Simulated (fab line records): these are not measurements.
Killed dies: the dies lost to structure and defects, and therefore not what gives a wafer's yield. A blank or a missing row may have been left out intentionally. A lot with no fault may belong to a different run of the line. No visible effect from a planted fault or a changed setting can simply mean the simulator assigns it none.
Comparing a struck lot with a sound one :: flow berkeley_cmos170 :: 23 out of 331 route steps
Sound: the wafers L996.3, L996.4, L996.5. Wafers struck: L997.4, L997.5, L997.6. Last of all comes the cause.
At each step with rows: each side's tool, then ch and its chambers, then its first start. Under that, the readings that differ: sound wafers :: struck wafers :: difference of the means :: sigmas: that difference in standard deviations of wafers without a fault.
alike: a reading whose means differ by less than 2 such deviations, as well as words and numbers matching on both sides. not compared: withheld readings; readings where some wafer has no value; bounds like >300 that might hide an equal value; numbers whose values overlap and for which the record gives no deviation.
A row with sigmas, a row that says differs or no value, or rows on one side alone: a step with any of these is where the two part. Non-overlapping numbers with no deviation appear without sigmas and do not part them. A reading that every wafer of one side lacks parts them only if that side has two wafers or more.

first, 6 steps without rows for these wafers: UCB170_ZERO_HMDS_00 (prime time 60 s); UCB170_ZERO_COAT_01 (resist thk 900 nm); UCB170_ZERO_SOFTBAKE_02 (time 60 s); UCB170_ZERO_EXPOSE_03 (exposes mask PM MARKS, target cd 4000 nm); UCB170_ZERO_PEB_04; UCB170_ZERO_DEVELOP_05 (develop time 45 s).
UCB170_ZERO_ETCH_06: etches SiO2 in CHF3/CF4/Ar, time 12 s.
  sound on rie_diel-03 ch 0,1,3, day 4 02:32; struck on rie_diel-03 ch 0,1,3, day 4 06:50
  alike: drypump_motor_current_A, oes_product_au, throttle_valve_pct
  not compared: rf_hours_counter_h
UCB170_ZERO_STRIP_07: strips in O2.
  sound on plasma_asher-02 ch 0,1, day 4 02:35; struck on plasma_asher-03 ch 0,1, day 4 06:53
  alike: drypump_motor_current_A, oes_product_au, strip_time_to_endpoint_s
  not compared: rf_hours_counter_h
then, 2 steps without rows for these wafers: UCB170_NWELL_WET_ETCH_00 (etches SiO2 in dHF, time 200 s); UCB170_NWELL_OXIDATION_01 (target thk 26.4 nm, ox time 1260 s).
UCB170_NWELL_THK_MEAS_02:
  struck on film_metro-03, day 4 12:52; sound on film_metro-03, day 4 05:55
  alike: NWELL_OXIDE_THK
then, 1 step without rows for these wafers: UCB170_NWELL_ANNEAL_03 (time 900 s).
UCB170_NWELL_CVD_04: deposits Si3N4 from SiH2Cl2/NH3, target thk 224 nm, time 3360 s.
  sound on lpcvd-01 ch 1, day 4 11:27; struck on lpcvd-02 ch 1, day 4 16:45
reading: model.Si3N4_of_NWELL_CVD_04.thk_nm (nm)
sound: 222.9 222.1 221.9
struck: 406.6 406.6 406
difference: +184.1
sigmas: 
  alike: nh3_flow_sccm
UCB170_NWELL_THK_MEAS_05:
  struck on film_metro-01, day 4 18:43; sound on film_metro-03, day 4 13:24
reading: NWELL_NITRIDE_THK (nm)
sound: 222.7 222.0 221.8
struck: 406.4 406.7 405.9
difference: +184.2
sigmas: +88
then, 6 steps without rows for these wafers: UCB170_NWELL_HMDS_06 (prime time 60 s); UCB170_NWELL_COAT_07 (resist thk 900 nm); UCB170_NWELL_SOFTBAKE_08 (time 60 s); UCB170_NWELL_EXPOSE_09 (exposes mask NWELL, target cd 3000 nm); UCB170_NWELL_PEB_10; UCB170_NWELL_DEVELOP_11 (develop time 45 s).
UCB170_NWELL_OVL_MEAS_12:
  struck on overlay-02, day 4 19:52; sound on overlay-01, day 4 14:25
reading: NWELL_OVL (nm)
sound: -6 -16 -8
struck: 10 4 5
difference: +16
sigmas: +3
UCB170_NWELL_ETCH_13: etches Si3N4 in CH3F/Ar/O2, stops on SiO2, target depth 246.4 nm, time 154 s.
  sound on rie_diel-03 ch 0,1,3, day 4 14:26; struck on rie_diel-03 ch 0,1,2, day 4 19:53
reading: oes_product_au (a.u.)
sound: 0.965 0.918 0.953
struck: 0.998 0.997 1.029
difference: +0.063
sigmas: +4

reading: model.etch.depth_nm (nm)
sound: 222.9 222.1 221.9
struck: 250.5 247.3 246.8
difference: +25.9
sigmas: 
  alike: drypump_motor_current_A, throttle_valve_pct
  not compared: rf_hours_counter_h
following that, these wafers have no rows for 1 step: UCB170_NWELL_IMPLANT_14.

== WHERE THEY PART ==
Last at UCB170_NWELL_ETCH_13 as far as this record goes, first at UCB170_NWELL_THK_MEAS_05.

WHY: what the simulator had put in
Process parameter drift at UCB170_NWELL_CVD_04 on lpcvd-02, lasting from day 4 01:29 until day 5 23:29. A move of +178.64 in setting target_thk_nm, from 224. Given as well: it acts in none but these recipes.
